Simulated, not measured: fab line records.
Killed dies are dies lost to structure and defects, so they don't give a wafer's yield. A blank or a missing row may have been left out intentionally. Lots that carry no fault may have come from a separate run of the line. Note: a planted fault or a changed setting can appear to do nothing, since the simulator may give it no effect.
The same fault as seen by 2 desks + flow berkeleyCmos170 + every desk sees just its own numbers, and what lay behind them comes last

FOR THE TOOL OWNER'S DESK: lithoTrack-02
The tool's own readings at UCB170_NWELL_DEVELOP_11 (develop time 45 s): means of the sampled wafers that have a number, for each lot that ran on this tool. The brackets show how far a lot's mean lies from the usual mean; more than 4 standard deviations puts the lot out of limits, marked OUT.
Columns: A = chillPlateTempC at UCB170_NWELL_DEVELOP_11, usual 22.99 C
| lot  | first seen here | A     |
|------|-----------------|-------|
| L546 | day 2 16:00     | 23.08 |
| L547 | day 3 01:00     | 22.89 |
| L562 | day 5 19:00     | 22.97 |
Result from this desk: across the 3 lots, nothing is out of limits.

FROM THE METROLOGY DESK
What the gauges read, lot by lot, whatever tool the lot ran on: means of the sampled wafers that have a number. The brackets show how far a lot's mean lies from the usual mean; more than 4 standard deviations puts the lot out of limits, marked OUT.
Columns: A = START_OXIDE_THK at UCB170_START_THK_MEAS_03, usual 20.0 nm; B = PWELL_OVL at UCB170_PWELL_OVL_MEAS_13, usual -1 nm; C = SILICIDE_TI_RS at UCB170_SILICIDE_RS_MEAS_02, usual 26.1 ohm/sq
| lot  | first seen here | A    | B   | C    |
|------|-----------------|------|-----|------|
| L545 | day 1 12:56     | 20.4 | -10 | 26.1 |
| L546 | day 1 19:45     | 20.5 | -3  | 26.6 |
| L547 | day 2 03:11     | 20.3 | -3  | 25.9 |
| L550 | day 2 17:16     | 19.5 | -3  | 26.0 |
| L553 | day 3 07:07     | 20.0 | -10 | 25.8 |
| L556 | day 3 21:10     | 20.0 | 0   | 26.3 |
| L558 | day 4 06:40     | 19.2 | 4   | 25.7 |
| L560 | day 4 17:23     | 20.3 | -   | -    |
| L561 | day 5 00:28     | 20.0 | -   | -    |
| L562 | day 5 03:23     | 20.2 | 2   | 25.8 |
| L563 | day 5 09:03     | 19.9 | -0  | 26.3 |
| L565 | day 5 18:16     | 20.3 | -7  | 26.0 |
| L567 | day 6 05:04     | 19.7 | 7   | 26.0 |
| L568 | day 6 10:35     | 20.7 | 4   | 25.7 |
Result from this desk: across the 14 lots, nothing is out of limits.

TAKEN TOGETHER
Nothing out of limits was seen by the tool owner's desk.
Nothing out of limits was seen by the metrology desk.

WHAT THE SIMULATOR PUT IN
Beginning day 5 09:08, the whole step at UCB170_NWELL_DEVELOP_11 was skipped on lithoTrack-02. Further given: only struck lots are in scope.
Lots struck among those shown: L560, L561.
